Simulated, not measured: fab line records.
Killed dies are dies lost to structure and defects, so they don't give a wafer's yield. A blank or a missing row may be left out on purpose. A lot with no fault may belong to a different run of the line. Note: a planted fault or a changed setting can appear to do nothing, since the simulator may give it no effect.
Which tool is to blame?	flow rit-cmos	13 lots, 39 wafers sampled, at 2 steps of a route of 202

WHAT THE GAUGES READ, wafer by wafer
RIT_CONTACT_THK_MEAS_01. Usual: CONTACT_TEOS_THK gives 400 nm (standard deviation 4.9).
lot	measured	on	CONTACT_TEOS_THK (nm)	flag
L105	day 3 12:32	film-metro-02	398 400 406	
L106	day 3 15:16	film-metro-03	401 401 405	
L107	day 3 22:10	film-metro-02	402 405 401	
L112	day 4 19:27	film-metro-04	396 405 397	
L113	day 5 02:02	film-metro-04	407 407 605	OFF
L117	day 5 20:10	film-metro-04	391 403 402	
L120	day 6 11:20	film-metro-03	401 397 408	
L121	day 6 15:29	film-metro-02	387 388 394	
L123	day 7 03:05	film-metro-02	398 396 402	
L124	day 7 06:40	film-metro-03	400 401 400	
L125	day 7 13:46	film-metro-03	397 405 399	
L126	day 7 18:56	film-metro-03	395 391 401	
L127	day 8 02:41	film-metro-03	389 400 400	

WHAT TOOL EACH LOT RAN ON (gives the tool, then ch and the chambers of the sampled wafers, and finally the start)
lot	RIT_CONTACT_CVD_00
L105	pecvd-01 ch 0,2, day 3 12:29
L106	pecvd-04 ch 0,2, day 3 15:12
L107	pecvd-03 ch 1,2, day 3 22:06
L112	pecvd-01 ch 0,2, day 4 19:23
L113	pecvd-04 ch 0,1,2, day 5 01:59
L117	pecvd-03 ch 0,1,2, day 5 20:06
L120	pecvd-03 ch 1,2, day 6 11:17
L121	pecvd-01 ch 1,2, day 6 15:26
L123	pecvd-03 ch 0,1,2, day 7 03:02
L124	pecvd-01 ch 0,2, day 7 06:36
L125	pecvd-04 ch 1,2, day 7 13:42
L126	pecvd-03 ch 0,1,2, day 7 18:53
L127	pecvd-01 ch 0,1,2, day 8 02:37
- RIT_CONTACT_CVD_00: deposits SiO2 from TEOS, target thk 400 nm, time 61 s.

AS READ BY THE TOOLS THEMSELVES (means over the sampled wafers that have a number; for cases with no such wafer, the mark the record gives instead)
RIT_CONTACT_CVD_00. Usual: heater-power-w 336 W, standard deviation 50; run-length-s 88.7 s, standard deviation 0.72.
lot	tool	heater-power-w (W)	run-length-s (s)	flag
L105	pecvd-01	424	88.2	
L106	pecvd-04	284	88.4	
L107	pecvd-03	318	88.7	
L112	pecvd-01	359	88.3	
L113	pecvd-04	308	99.0	OFF
L117	pecvd-03	307	88.7	
L120	pecvd-03	319	88.5	
L121	pecvd-01	335	88.5	
L123	pecvd-03	326	88.7	
L124	pecvd-01	399	88.1	
L125	pecvd-04	337	89.9	
L126	pecvd-03	298	88.8	
L127	pecvd-01	366	88.5	

THE ANSWER, worked out from the rows above alone
Rule: lot off if the mean of its wafers having a number is beyond 3 standard deviations from the usual mean. A lot without any number at a reading at which 4 lots or more have one is off too. The other lots that the step has rows for count as sound. After the gauges, taken in route order, come the tools' own readings; for these a lot's mean is taken, as printed above. The first step at which some lot is off is used, and at that step the reading that is off furthest; a lot without a number counts as furthest.
Off: at RIT_CONTACT_THK_MEAS_01 (CONTACT_TEOS_THK), L113.
A tool fits if, at a process step before that reading, it ran every lot that is off, and no sound lot after the first of them. The gauges at RIT_CONTACT_THK_MEAS_01 aren't tried: what is off there is off at RIT_CONTACT_CVD_00 too, on other tools, and a gauge's error can't cause that. No candidate that was tried fits.

WHAT THE SIMULATOR HAD PUT IN
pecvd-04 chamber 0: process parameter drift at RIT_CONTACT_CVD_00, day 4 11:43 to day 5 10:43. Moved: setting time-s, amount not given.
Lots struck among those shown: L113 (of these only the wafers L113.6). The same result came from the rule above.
